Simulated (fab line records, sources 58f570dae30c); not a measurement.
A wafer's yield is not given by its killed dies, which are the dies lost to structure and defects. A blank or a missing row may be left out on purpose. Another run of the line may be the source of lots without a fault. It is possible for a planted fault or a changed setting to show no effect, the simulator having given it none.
Which tool did it? ; flow berkeley-cmos170 ; 14 lots, 40 wafers sampled, at 2 steps of a route of 331

## WHAT THE GAUGES SHOWED, per wafer
UCB170_WELLDRIVE_THK_MEAS_02. Usual: WELLDRIVE_OXIDE_THK 197.2 nm, standard deviation 2.9.
lot;measured;on;WELLDRIVE_OXIDE_THK (nm);flag
L127;day 4 04:31;film-metro-02;198.6 201.0 202.1;
L128;day 4 16:04;film-metro-02;194.1 193.9 193.6;
L129;day 4 16:04;film-metro-01;195.0 191.7 195.9;
L131;day 5 00:02;film-metro-03;196.3 195.7 194.1;
L132;day 5 09:02;film-metro-03;196.1 197.4 198.5;
L133;day 5 15:43;film-metro-02;194.9 198.2 197.3;
L134;day 6 02:41;film-metro-01;200.6 197.5 197.2;
L137;day 6 08:10;film-metro-03;197.0;
L140;day 7 01:07;film-metro-01;199.2 201.9 199.7;
L138;day 7 01:07;film-metro-03;197.6 198.6 197.4;
L145;day 8 10:43;film-metro-01;199.7 200.1 198.4;
L146;day 8 10:44;film-metro-03;193.8 197.3 196.9;
L147;day 8 10:44;film-metro-02;196.8 198.4 199.3;
L148;day 9 03:19;film-metro-03;192.4 192.3 188.4;

UCB170_ACTIVE_OVL_MEAS_14. Usual: ACTIVE_OVL -2 nm, standard deviation 5.2.
lot;measured;on;ACTIVE_OVL (nm);flag
L127;day 5 01:24;overlay-02;-4 -8 1;
L128;day 5 11:21;overlay-01;-4 -2 -3;
L129;day 5 11:07;overlay-01;4 -1 -9;
L131;day 6 01:07;overlay-01;6 -6 -7;
L132;day 6 10:19;overlay-01;-3 3 5;
L133;day 6 18:20;overlay-02;4 1 7;
L134;day 7 00:40;overlay-02;-7 -4 -14;
L137;day 7 09:04;overlay-02;1;
L140;day 8 03:01;overlay-02;4 -2 6;
L138;day 8 03:16;overlay-02;-9 -11 -9;
L145;day 9 07:04;overlay-01;-6 -7 -4;
L146;day 9 06:49;overlay-02;-5 -5 -2;
L147;day 9 07:20;overlay-02;-12 -8 -7;
L148;day 10 07:46;overlay-02;-2 -1 0;

## WHAT TOOL EACH LOT RAN ON (gives the tool, then ch and the chambers of the sampled wafers, and finally the start)
Before these readings, the record contains no process step.

## WHAT THE TOOLS THEMSELVES READ (means of the sampled wafers that have a number; where no wafer has one, the mark that the record gives instead)
The record holds no such reading with a usual standard deviation.

## THE ANSWER, worked out from the rows above alone
Rule: lot off if the mean of its wafers having a number is beyond 3 standard deviations from the usual mean. Also off: a lot with no number at a reading for which 4 or more lots have one. The other lots that the step has rows for count as sound. After the gauges, taken in route order, come the tools' own readings; for these a lot's mean is taken, as printed above. The first step at which some lot is off is used, and at that step the reading that is off furthest; a lot without a number counts as furthest.
Across all readings shown, no lot is off: no conclusion can be drawn from this.

## WHAT WAS PUT IN BY THE SIMULATOR
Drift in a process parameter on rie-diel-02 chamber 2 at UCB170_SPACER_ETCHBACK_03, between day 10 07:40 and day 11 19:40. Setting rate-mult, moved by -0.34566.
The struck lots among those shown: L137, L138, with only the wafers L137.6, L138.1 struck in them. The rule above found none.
